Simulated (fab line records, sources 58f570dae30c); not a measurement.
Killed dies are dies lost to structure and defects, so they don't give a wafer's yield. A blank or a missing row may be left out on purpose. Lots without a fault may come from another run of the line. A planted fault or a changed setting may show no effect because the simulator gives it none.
Which tool did it? | flow berkeley_cmos170 | 14 lots, 42 wafers sampled, at 3 steps of a route of 331

WHAT THE GAUGES READ, wafer by wafer
UCB170_PLDD_CD_MEAS_06: target cd 1200 nm.
lot  | measured     | on        | cd_nm (nm)
L482 | day 6 15:19  | cd_sem-01 | 1200.7 1202.6 1200.6
L486 | day 7 12:39  | cd_sem-02 | 1199.3 1198.3 1198.5
L485 | day 7 13:07  | cd_sem-01 | 1200.3 1200.6 1199.1
L487 | day 7 18:40  | cd_sem-02 | 1199.3 1200.5 1201.0
L489 | day 8 06:04  | cd_sem-01 | 1199.9 1199.6 1199.4
L500 | day 9 16:13  | cd_sem-02 | 1201.6 1200.6 1199.8
L499 | day 9 17:11  | cd_sem-01 | 1198.4 1197.6 1196.8
L498 | day 9 17:26  | cd_sem-01 | 1200.8 1200.2 1202.3
L501 | day 10 09:22 | cd_sem-02 | 1198.9 1199.3 1200.0
L502 | day 10 21:16 | cd_sem-01 | 1199.0 1200.3 1198.8
L503 | day 10 21:21 | cd_sem-02 | 1201.8 1200.3 1201.5
L504 | day 11 09:39 | cd_sem-01 | 1200.1 1199.3 1199.6

WHICH TOOL RAN EACH LOT (tool, then ch and the chambers of the sampled wafers, then the start)
lot  | UCB170_GATE_PEB_10                | UCB170_GATE_STRIP_16
L482 | litho_track-01 ch 0, day 6 13:07  | plasma_asher-01 ch 0,1, day 6 13:36
L486 | litho_track-03 ch 0, day 7 10:17  | plasma_asher-01 ch 0,1, day 7 10:49
L485 | litho_track-03 ch 0, day 7 10:42  | plasma_asher-02 ch 0,1, day 7 11:13
L487 | litho_track-01 ch 0, day 7 16:38  | plasma_asher-02 ch 0,1, day 7 17:10
L489 | litho_track-02 ch 0, day 8 03:57  | plasma_asher-02 ch 0,1, day 8 04:29
L494 | litho_track-02, day 9 01:52       | plasma_asher-04 ch 0,1, day 9 02:25
L496 | litho_track-01, day 9 04:29       | plasma_asher-02 ch 0,1, day 9 04:59
L500 | litho_track-01 ch 0, day 9 13:56  | plasma_asher-04 ch 0,1, day 9 14:27
L499 | litho_track-03 ch 0, day 9 14:14  | plasma_asher-01 ch 0,1, day 9 14:44
L498 | litho_track-01 ch 0, day 9 14:26  | plasma_asher-02 ch 0,1, day 9 14:56
L501 | litho_track-03 ch 0, day 10 07:25 | plasma_asher-04 ch 1, day 10 07:55
L502 | litho_track-01 ch 0, day 10 17:04 | plasma_asher-02 ch 0,1, day 10 17:34
L503 | litho_track-01 ch 0, day 10 17:19 | plasma_asher-01 ch 0,1, day 10 17:50
L504 | litho_track-02 ch 0, day 11 07:41 | plasma_asher-02 ch 0,1, day 11 08:11
- UCB170_GATE_PEB_10
- UCB170_GATE_STRIP_16: strips in O2.

WHAT THE TOOLS THEMSELVES READ (means of the sampled wafers that have a number; where no wafer has one, the mark that the record gives instead)
UCB170_GATE_PEB_10.
lot  | tool           | chill_plate_temp_C (C) | exhaust_pa (Pa)
L482 | litho_track-01 | 22.95                  | 45.2
L486 | litho_track-03 | 22.97                  | 44.3
L485 | litho_track-03 | 22.89                  | 44.1
L487 | litho_track-01 | 23.02                  | 43.9
L489 | litho_track-02 | 22.90                  | 44.0
L494 | litho_track-02 | -                      | -
L496 | litho_track-01 | -                      | -
L500 | litho_track-01 | 22.93                  | 44.7
L499 | litho_track-03 | 22.92                  | 44.0
L498 | litho_track-01 | 23.19                  | 45.2
L501 | litho_track-03 | 23.14                  | 45.0
L502 | litho_track-01 | 22.99                  | 43.9
L503 | litho_track-01 | 22.99                  | 45.0
L504 | litho_track-02 | 22.88                  | 45.3

UCB170_GATE_STRIP_16.
lot  | tool            | drypump_motor_current_A (A) | oes_product_au (a.u.)
L482 | plasma_asher-01 | 5.7                         | 0.723
L486 | plasma_asher-01 | 5.8                         | 0.729
L485 | plasma_asher-02 | 5.7                         | 0.726
L487 | plasma_asher-02 | 6.0                         | 0.718
L489 | plasma_asher-02 | 6.0                         | 0.722
L494 | plasma_asher-04 | 5.6                         | 0.721
L496 | plasma_asher-02 | 5.7                         | 0.727
L500 | plasma_asher-04 | 5.9                         | 0.729
L499 | plasma_asher-01 | 5.8                         | 0.726
L498 | plasma_asher-02 | 5.9                         | 0.726
L501 | plasma_asher-04 | 5.2                         | 0.728
L502 | plasma_asher-02 | 5.7                         | 0.725
L503 | plasma_asher-01 | 5.9                         | 0.723
L504 | plasma_asher-02 | 5.7                         | 0.725

THE ANSWER, worked out from the rows above alone
Rule: what is usual is taken from the lots themselves. Put in order of their means at a reading, lots are off if they are a third of the lots or fewer, leave a main group of 4 or more, and stand apart from it by a gap of 3 or more times the standard deviation of the main group's means; of several such gaps the widest counts. A main group whose means are all the same, to the digits that the tables above print for the reading, isn't used. A lot without any number at a reading at which 4 lots or more have one is off too. The other lots that the step has rows for count as sound. The gauges are gone through in route order, then the tools' own readings, and for those a lot's mean is taken as printed above. The first step at which some lot is off is used, and at that step the reading that is off furthest; a lot without a number counts as furthest.
Off: L494, L496, at UCB170_GATE_PEB_10 (chill_plate_temp_C). Without a number there: L494, L496. The main group: mean 22.98 C, standard deviation 0.093.
A tool fits if, at that step or a process step before it, it ran every lot that is off, and no sound lot after the first of them. None of those tried fits.

WHAT THE SIMULATOR HAD PUT IN
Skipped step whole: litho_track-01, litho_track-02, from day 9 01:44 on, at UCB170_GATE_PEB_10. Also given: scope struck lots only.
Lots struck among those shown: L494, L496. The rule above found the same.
